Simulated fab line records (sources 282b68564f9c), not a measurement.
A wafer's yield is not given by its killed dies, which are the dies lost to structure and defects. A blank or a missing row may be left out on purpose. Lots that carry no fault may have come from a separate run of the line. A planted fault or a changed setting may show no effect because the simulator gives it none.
fab line records | flow rit-cmos
record lots=5 | wafers=23
route steps=202 shown M1@188
start-h: start of the lot's first displayed wafer, in hours after the record's first day | wait-h: hours elapsed since this lot's preceding step | " as in the row above | L1.1+2: several wafers, shown together as one row | - value missing, or start not given | * or withheld: withheld | < > ~ a bound
route shown NAME@n: a module of which the file shows steps, and the number in the route of the first | usual: average and standard deviation across the fault-free wafers | same: alike in all rows | chamber/n: place in a boat | sites: per-site readings | _std_site: standard deviation across them | _edge_site: mean of outer sites minus mean of inner sites | radius-mm: for every site, how far away it sits from the centre of the wafer | mask NAME#n: copy n | behind: the tool/chamber that last shaped the wafer | hold: cause of the lot's hold/its duration in hours/its outcome | device: whichever transistor did not switch (one of n, p or np) | end of line: the route-end tests of the same wafers | a step without rows: its recipe alone | killed: dies that structure and defects cost at the first sort, which is not the same as the wafer's yield | map: shows each die of a wafer: x if killed, . if not, _ if none is there
set.NAME: setting as actually run; set.NAME@STEP: the setting as run at that earlier step | model.NAME: the simulator's own value behind a step, which no gauge read
one table per step and one row per wafer, for lots whose settings were changed on purpose
## steps
# step RIT_M1_COAT_04
# recipe resist=NOVOLAK | spin-rpm=2000 | resist-thk-nm=1300
lot.wafer | tool           | chamber | start-h | wait-h | set.resist-thk-nm | model.NOVOLAK_of_M1_COAT_04.thk-nm
L075.1    | litho-track-03 | 0       | 63.36   | 0.1    | 1275              | 1270
L075.2    | "              | 0       | "       | "      | 1275              | 1271
L075.3    | "              | 0       | "       | "      | 1300              | 1296
L075.5    | "              | 0       | "       | "      | 1300              | 1295
L075.6    | "              | 0       | "       | "      | 1300              | 1297
L077.1+6  | litho-track-01 | 0       | 72.43   | 0.1    | 1300              | 1300
L077.2    | "              | 0       | "       | "      | 1300              | 1304
L077.3    | "              | 0       | "       | "      | 1300              | 1302
L077.4    | "              | 0       | "       | "      | 1300              | 1305
L079.1    | litho-track-04 | 0       | 83.67   | 0.1    | 1300              | 1299
L079.3+5  | "              | 0       | "       | "      | 1336              | 1337
L079.4    | "              | 0       | "       | "      | 1300              | 1301
L079.6    | "              | 0       | "       | "      | 1336              | 1336
L082.1    | litho-track-03 | 0       | 93.95   | 0.1    | 1300              | 1298
L082.2    | "              | 0       | "       | "      | 1300              | 1297
L082.3    | "              | 0       | "       | "      | 1300              | 1300
L082.5+6  | "              | 0       | "       | "      | 1353              | 1351
L083.3+5  | litho-track-04 | 0       | 105.20  | 0.1    | 1300              | 1300
L083.6    | "              | 0       | "       | "      | 1300              | 1299
# step RIT_M1_SOFTBAKE_05
# recipe resist=NOVOLAK | temp-c=90 | time-s=60
# step RIT_M1_EXPOSE_06
# recipe mask-id=M12 | na=0.6 | source-shape=conventional | sigma-outer=0.5 | target-cd-nm=2600 | dose-mj=250
# step RIT_M1_HARDBAKE_11
# recipe resist=NOVOLAK | temp-c=140 | time-s=120
lot.wafer | tool           | chamber | start-h | wait-h | set.resist-thk-nm@M1_COAT_04 | model.NOVOLAK_of_M1_COAT_04.thk-nm
L075.1    | litho-track-04 | 0       | 64.37   | 0.0    | 1275                         | 1111
L075.2    | "              | 0       | "       | "      | 1275                         | 1112
L075.3+5  | "              | 0       | "       | "      | 1300                         | 1133
L075.6    | "              | 0       | "       | "      | 1300                         | 1135
L077.1+6  | litho-track-04 | 0       | 73.32   | 0.0    | 1300                         | 1137
L077.2    | "              | 0       | "       | "      | 1300                         | 1140
L077.3    | "              | 0       | "       | "      | 1300                         | 1139
L077.4    | "              | 0       | "       | "      | 1300                         | 1141
L079.1    | litho-track-04 | 0       | 84.68   | 0.0    | 1300                         | 1136
L079.3+5  | "              | 0       | "       | "      | 1336                         | 1169
L079.4    | "              | 0       | "       | "      | 1300                         | 1137
L079.6    | "              | 0       | "       | "      | 1336                         | 1168
L082.1    | litho-track-01 | 0       | 94.96   | 0.0    | 1300                         | 1136
L082.2    | "              | 0       | "       | "      | 1300                         | 1134
L082.3    | "              | 0       | "       | "      | 1300                         | 1137
L082.5    | "              | 0       | "       | "      | 1353                         | 1181
L082.6    | "              | 0       | "       | "      | 1353                         | 1180
L083.3+5  | litho-track-03 | 0       | 106.12  | 0.1    | 1300                         | 1137
L083.6    | "              | 0       | "       | "      | 1300                         | 1136
## key
split step=RIT_M1_COAT_04 | setting=resist-thk-nm | stated=1300 | by=wafer
response step=RIT_M1_COAT_04 | reading=model.NOVOLAK_of_M1_COAT_04.thk-nm | change=+13 | per=1% | r=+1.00
response step=RIT_M1_HARDBAKE_11 | reading=model.NOVOLAK_of_M1_COAT_04.thk-nm | change=+11.2 | per=1% | r=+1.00
